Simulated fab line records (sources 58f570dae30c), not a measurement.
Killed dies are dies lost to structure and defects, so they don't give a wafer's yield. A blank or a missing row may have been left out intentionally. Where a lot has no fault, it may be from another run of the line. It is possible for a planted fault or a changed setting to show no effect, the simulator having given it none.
What tool caused it?	flow berkeleyCmos170	42 wafers sampled from 14 lots at 1 step of a route of 331

== WHAT THE GAUGES SHOWED, per wafer ==
UCB170_NWELL_THK_MEAS_05. Usual: NWELL_NITRIDE_THK typically reads 223.3 nm, with standard deviation 2.4.
lot	measured	on	NWELL_NITRIDE_THK (nm)	flag
L833	day 2 03:02	filmMetro-01	225.9 224.1 226.3	
L836	day 2 20:58	filmMetro-03	224.2 226.2 224.1	
L837	day 3 02:29	filmMetro-03	223.0 224.1 226.8	
L839	day 3 11:06	filmMetro-01	221.1 220.4 220.8	
L838	day 3 11:07	filmMetro-03	222.8 222.3 223.0	
L840	day 3 19:37	filmMetro-04	227.4 224.1 223.1	
L843	day 4 09:24	filmMetro-04	226.7 226.2 224.9	
L848	day 5 08:49	filmMetro-04	227.9 223.7 225.3	
L850	day 5 17:10	filmMetro-04	225.2 222.9 224.9	
L851	day 5 23:07	filmMetro-01	220.7 221.7 219.9	
L852	day 6 07:37	filmMetro-01	224.0 223.5 222.8	
L853	day 6 07:37	filmMetro-03	222.3 220.4 221.6	
L854	day 6 14:41	filmMetro-03	223.8 224.0 223.1	
L856	day 6 20:33	filmMetro-03	221.7 220.8 221.4	

== EACH LOT AND THE TOOL THAT RAN IT (in order: tool; ch and the chambers of the sampled wafers; start) ==
Record: no process step prior to these readings.

== WHAT THE TOOLS THEMSELVES READ (means of the sampled wafers that have a number; where no wafer has one, the mark that the record gives instead) ==
The record holds no such reading with a usual standard deviation.

== THE ANSWER, worked out from the rows above alone ==
Rule: a lot is off if the mean of its wafers that have a number lies more than 3 standard deviations from the usual mean. A lot without any number at a reading at which 4 lots or more have one is off too. The other lots that the step has rows for count as sound. After the gauges, taken in route order, come the tools' own readings; for these a lot's mean is taken, as printed above. At the first step where some lot is off, the reading lying furthest off is the one used; lots without a number count as furthest.
Across all readings shown, no lot is off: no conclusion can be drawn from this.

== WHAT HAD BEEN PUT IN BY THE SIMULATOR ==
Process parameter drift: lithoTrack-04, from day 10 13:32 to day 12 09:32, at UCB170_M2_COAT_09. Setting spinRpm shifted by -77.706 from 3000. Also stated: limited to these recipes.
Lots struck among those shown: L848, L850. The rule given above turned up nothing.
